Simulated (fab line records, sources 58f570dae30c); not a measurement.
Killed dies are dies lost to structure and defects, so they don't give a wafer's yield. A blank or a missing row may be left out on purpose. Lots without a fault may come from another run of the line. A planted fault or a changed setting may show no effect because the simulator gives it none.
fab line records | flow berkeley_cmos170
record lots=6 wafers=18 last_day=11
route steps=331 shown M2@277
lots that met no fault: from a run of the same line without faults
start_h: hours from the record's first day to the start of the lot's first wafer shown | wait_h: hours since the lot's step before | " the same as in the row above | L1.1+2: a row that stands for several wafers | - no value, or no start given | * or withheld: withheld | < > ~ a bound
route shown NAME@n: a module of which the file shows steps, and the number in the route of the first | usual: mean/standard deviation of fault-free wafers | same: alike in all rows | chamber/n: place in a boat | sites: the reading at each site | _std_site: their standard deviation | _edge_site: outer sites' mean less inner sites' | radius_mm: how far each site lies from the wafer's centre | mask NAME#n: copy n | behind: the tool/chamber that last shaped the wafer | hold: why the lot was held/for how many hours/how that ended | device: the transistor (n, p or np) that didn't switch | end of line: the same wafers' tests at the end of the route | a step without rows: its recipe alone | killed: dies lost to structure and defects at the first sort, not the wafer's yield | map: a wafer's dies, x killed, . not, _ none there
set.NAME: the setting as run; set.NAME@STEP: as run at that earlier step | model.NAME: the simulator's own value behind a step, which no gauge read
lots at some steps of the route; a table a step, a row a wafer
services: from which hour (start_h, from the record's first day; less than 0 if before it) a tool's chamber was out of use, for how many hours, and why
## steps
# step UCB170_M2_SOFTBAKE_06
# recipe resist=KrF temp_c=130 time_s=60
# step UCB170_M2_STRIP_07
# recipe chemistry=O2 power_w=400 pressure_mtorr=3500 platen_temp_c=withheld o2_flow_sccm=400 overash_fraction=0.5
# usual drypump_motor_current_A=5.95/0.23 oes_product_au=0.735/0.0048 strip_time_to_endpoint_s=21.96/0.052
# columns lot.wafer tool chamber start_h wait_h drypump_motor_current_A oes_product_au rf_hours_counter_h strip_time_to_endpoint_s
L491.1 plasma_asher-03 1 220.34 0.1 5.66 0.737 45 22.01
L491.3 " 1 " " 5.67 0.739 - 21.99
L491.6 " 1 " " 5.62 0.735 - 21.98
L494.1 plasma_asher-02 1 237.04 0.1 6.26 0.732 15 21.96
L494.2 " 0 " " 5.82 0.737 15 21.90
L494.3 " 1 " " 6.26 0.731 - 21.92
L497.4 plasma_asher-02 0 237.43 0.1 5.84 0.733 - 22.00
L497.5 " 1 " " 6.23 0.735 - 21.98
L497.6 " 0 " " 5.83 0.733 - 21.99
L499.1 plasma_asher-01 1 262.41 0.1 6.16 0.748 55 21.91
L499.2 " 0 " " 5.62 0.743 55 21.84
L499.5 " 0 " " 5.66 0.739 - 21.92
L500.1 plasma_asher-02 0 262.65 0.1 5.82 0.738 18 21.87
L500.2 " 1 " " 6.26 0.739 18 21.87
L500.4 " 1 " " 6.24 0.730 - 21.88
L501.1 plasma_asher-03 1 262.86 0.1 5.64 0.729 50 21.93
L501.3 " 0 " " 6.07 0.732 - 22.01
L501.6 " 1 " " 5.63 0.734 - 21.91
# step UCB170_M2_STRIP_08
# recipe chemistry=DMSO temp_c=80 time_s=600 material=KrF
# step UCB170_M2_COAT_09
# recipe resist=BARC temp_c=withheld time_s=withheld spin_rpm=3000 resist_thk_nm=withheld
# step UCB170_M2_COAT_10
# recipe resist=KrF spin_rpm=1500 resist_thk_nm=900
# step UCB170_M2_SOFTBAKE_11
# recipe resist=KrF temp_c=130 time_s=60
# step UCB170_M2_EXPOSE_12
# recipe mask_id=METAL2 target_cd_nm=700 na=0.5 sigma_outer=0.6 source_shape=conventional dose_mj=26
# step UCB170_M2_PEB_13
# recipe peb_temp_c=130 peb_time_s=withheld resist=KrF
# step UCB170_M2_DEVELOP_14
# recipe developer=TMAH develop_time_s=45 resist=KrF dev_temp_c=21
# step UCB170_M2_CD_MEAS_15
# recipe target_cd_nm=700
# usual cd_nm=699.9/1.4
# columns lot.wafer tool chamber start_h wait_h cd_nm
L491.1 cd_sem-01 - 221.87 - 700.8
L491.3 " - " " 700.4
L491.6 " - " " 700.8
L494.1 cd_sem-01 - 239.21 - 701.5
L494.2 " - " " 701.0
L494.3 " - " " 703.6
L497.4 cd_sem-02 - 239.53 - 701.3
L497.5 " - " " 700.3
L497.6 " - " " 698.8
L499.1 cd_sem-02 - 264.70 - 699.3
L499.2 " - " " 698.6
L499.5 " - " " 700.0
L500.1 cd_sem-01 - 264.75 - 697.8
L500.2 " - " " 697.4
L500.4 " - " " 697.3
L501.1 cd_sem-02 - 265.03 - 698.9
L501.3 " - " " 699.1
L501.6 " - " " 698.1
# step UCB170_M2_OVL_MEAS_16
# usual M2_OVL=1/4.9
# columns lot.wafer tool chamber start_h wait_h M2_OVL[nm]
L491.1 overlay-01 - 221.99 0.1 1
L491.3 " - " " -12
L491.6 " - " " -2
L494.1 overlay-02 - 239.33 0.1 -11
L494.2 " - " " 1
L494.3 " - " " -5
L497.4 overlay-01 - 239.61 0.1 9
L497.5 " - " " 3
L497.6 " - " " 12
L499.1 overlay-02 - 264.82 0.1 4
L499.2 " - " " -1
L499.5 " - " " 1
L500.1 overlay-01 - 264.87 0.1 -3
L500.2 " - " " -1
L500.4 " - " " -3
L501.1 overlay-02 - 265.15 0.1 3
L501.3 " - " " 1
L501.6 " - " " -2
# step UCB170_M2_ETCH_17
# recipe chemistry=N2/H2 target_depth_a=withheld overetch_a=withheld target=BARC time_s=withheld source_w=500 bias_w=100 pressure_mtorr=30 n2_flow_sccm=100 h2_flow_sccm=200
# usual bias_w=99.99/0.29 chamber_pressure_mTorr=30.00/0.038 drypump_motor_current_A=5.9/0.48 oes_product_au=1.006/0.019 throttle_valve_pct=13.35/0.19
# columns lot.wafer tool chamber start_h wait_h bias_w chamber_pressure_mTorr drypump_motor_current_A oes_product_au throttle_valve_pct
L491.1 rie_diel-01 2 222.03 0.0 99.88 29.97 5.8 1.015 13.55
L491.3 " 3 " " 99.79 30.02 6.5 1.025 13.41
L491.6 " 3 " " 99.71 29.96 6.5 1.026 13.42
L494.1 rie_diel-01 3 239.37 0.0 100.05 29.97 6.5 1.042 13.41
L494.2 " 1 " " 100.03 30.05 5.3 0.977 13.22
L494.3 " 2 " " 100.06 30.02 5.8 1.019 13.52
L497.4 rie_diel-04 3 239.65 0.0 100.36 30.03 5.4 1.033 13.30
L497.5 " 0 " " 100.18 30.00 5.6 1.012 13.44
L497.6 " 2 " " 99.76 30.00 6.6 0.993 13.44
L499.1 rie_diel-03 3 264.85 0.0 99.60 30.02 6.1 1.015 12.87
L499.2 " 2 " " 100.51 29.98 6.6 1.012 13.58
L499.5 " 0 " " 100.06 29.68 6.2 0.984 13.40
L500.1 rie_diel-04 1 264.91 0.0 100.06 29.99 5.6 0.963 13.25
L500.2 " 2 " " 100.31 30.04 6.6 0.996 13.45
L500.4 " 0 " " 100.59 30.04 5.6 1.010 13.46
L501.1 rie_diel-01 1 265.19 0.0 99.66 30.06 5.2 0.982 13.23
L501.3 " 0 " " 100.28 29.96 6.0 1.008 13.16
L501.6 " 0 " " 99.82 30.00 6.0 1.004 13.15
# step UCB170_M2_METAL_ETCH_18
# recipe chemistry=Cl2/BCl3 target=Al stop_on=SiO2 pressure_mtorr=12 target_depth_a=11700 over_etch_frac=0.3 time_s=195 icp_w=600 bias_w=120 Cl2_flow_sccm=90 bcl3_flow_sccm=45
# usual bcl3_flow_sccm=45.01/0.12 bias_w=120.0/0.36 drypump_motor_current_A=5.39/0.21 oes_product_au=0.858/0.014 throttle_valve_pct=24.37/0.083
# columns lot.wafer tool chamber start_h wait_h bcl3_flow_sccm bias_w drypump_motor_current_A oes_product_au rf_hours_counter_h throttle_valve_pct model.KrF_of_M2_COAT_10.thk_nm model.SiO2_of_V1_CVD_00.thk_nm
L491.1 rie_metal-02 1 222.07 - - - - - - - 885.2 994.3
L491.3 " 0 " " - - - - - - 885.2 995.1
L491.6 " 0 " " - - - - - - 882.6 994.3
L494.1 rie_metal-02 1 239.41 - - - - - - - 884.5 995
L494.2 " 0 " " - - - - - - 886.6 993.3
L494.3 " 0 " " - - - - - - 884.9 994.2
L497.4 rie_metal-03 1 239.73 - 45.10 119.6 5.50 0.846 - 24.49 226 941.6
L497.5 " 1 " " 45.07 120.7 5.50 0.849 - 24.49 222.4 940.8
L497.6 " 0 " " 44.86 120.4 5.41 0.855 - 24.30 204.5 938.7
L499.1 rie_metal-04 1 264.89 - 44.75 120.0 5.72 0.863 0 24.27 217.6 938.3
L499.2 " 0 " " 44.94 120.1 5.17 0.842 2 24.43 208.5 936.3
L499.5 " 1 " " 44.99 119.4 5.73 0.860 - 24.29 223.5 937.2
L500.1 rie_metal-03 1 264.95 - 45.27 120.8 5.50 0.851 13 24.49 216 938.1
L500.2 " 0 " " 45.13 120.2 5.41 0.858 7 24.30 189.5 937.3
L500.4 " 0 " " 44.89 120.0 5.40 0.858 - 24.30 200.8 937.8
L501.1 rie_metal-02 1 265.23 - 44.93 120.1 5.45 0.873 6 24.46 207 938.9
L501.3 " 1 " " 45.06 120.2 5.45 0.876 - 24.44 202.3 937.1
L501.6 " 1 " " 44.97 120.0 5.46 0.860 - 24.45 211.6 938.4
# step UCB170_M2_STRIP_19
# recipe chemistry=O2 power_w=400 pressure_mtorr=3500 platen_temp_c=withheld o2_flow_sccm=400 overash_fraction=0.5
# usual drypump_motor_current_A=5.92/0.23 oes_product_au=0.540/0.01
# columns lot.wafer tool chamber start_h wait_h drypump_motor_current_A oes_product_au rf_hours_counter_h
L491.1 plasma_asher-01 1 222.25 0.1 6.07 0.722 51
L491.3 " 1 " " 6.14 0.731 -
L491.6 " 0 " " 5.65 0.725 -
L494.1 plasma_asher-02 0 239.60 0.1 5.84 0.726 15
L494.2 " 1 " " 6.26 0.727 15
L494.3 " 1 " " 6.25 0.732 -
L497.4 plasma_asher-01 0 239.89 0.1 5.66 0.559 -
L497.5 " 1 " " 6.15 0.556 -
L497.6 " 0 " " 5.63 0.535 -
L499.1 plasma_asher-03 0 265.08 0.1 6.14 0.555 51
L499.2 " 1 " " 5.64 0.542 51
L499.5 " 1 " " 5.63 0.547 -
L500.1 plasma_asher-02 1 265.14 0.1 6.26 0.538 18
L500.2 " 0 " " 5.82 0.514 18
L500.4 " 1 " " 6.26 0.526 -
L501.1 plasma_asher-03 0 265.60 0.3 6.16 0.531 51
L501.3 " 1 " " 5.62 0.528 -
L501.6 " 1 " " 5.64 0.537 -
# step UCB170_M2_CD_MEAS_90
# recipe target_cd_nm=700
# usual cd_nm=699.2/2.3
# columns lot.wafer tool chamber start_h wait_h cd_nm
L491.1 cd_sem-02 - 222.35 0.1 -
L491.3 " - " " -
L491.6 " - " " -
L494.1 cd_sem-01 - 239.70 0.1 -
L494.2 " - " " -
L494.3 " - " " -
L497.4 cd_sem-02 - 240.02 0.1 697.1
L497.5 " - " " 698.6
L497.6 " - " " 696.1
L499.1 cd_sem-02 - 265.18 0.1 694.5
L499.2 " - " " 699.6
L499.5 " - " " 696.3
L500.1 cd_sem-01 - 265.24 0.1 696.0
L500.2 " - " " 695.2
L500.4 " - " " 695.8
L501.1 cd_sem-02 - 265.70 0.1 696.3
L501.3 " - " " 699.8
L501.6 " - " " 697.4
## services
# columns tool chamber start_h hours kind
rie_metal-02 1 200.70 4.1 repair
plasma_asher-01 - 203.56 14.3 repair
rie_diel-03 - 207.88 3.7 repair
rie_metal-02 - 227.57 2.8 pm
rie_diel-04 1 236.38 4.0 repair
rie_diel-03 1 240.79 5.6 repair
rie_metal-04 1 241.02 - clean
rie_metal-04 1 241.02 20.4 scheduled_down
rie_metal-04 1 241.02 20.4 vent_cycle
rie_diel-03 1 260.20 5.4 repair
rie_metal-02 0 261.92 5.0 repair
## key
first_sign step=UCB170_M2_METAL_ETCH_18 reading=tool_record direction=missing
effect step=UCB170_M2_STRIP_19 reading=oes_product_au direction=up sigmas=19 usual=0.540 struck=0.727
effect step=UCB170_M2_CD_MEAS_90 reading=cd_nm direction=missing
model_effect step=UCB170_M2_METAL_ETCH_18 value=KrF_of_M2_COAT_10.thk_nm without=207.6 struck=884.8
met_at UCB170_M2_METAL_ETCH_18
struck_wafers L491.1,L491.3,L491.6,L494.1,L494.2,L494.3
later_rows_left_out L491.1,L491.3,L491.6,L494.1,L494.2,L494.3
sort_left_out L491.1,L491.3,L491.6,L494.1,L494.2,L494.3
fault kind=skipped_step_whole tool=rie_metal-02 chamber=- onset_h=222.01 steps=UCB170_M2_METAL_ETCH_18 scope=struck_lots_only
# sort_left_out: the simulated sort isn't trusted on such a fault, so these wafers' sort isn't shown, and their yield isn't known
# later_rows_left_out: the simulator's readings of these wafers behind a module that went badly wrong aren't trusted and aren't shown, but for the sort
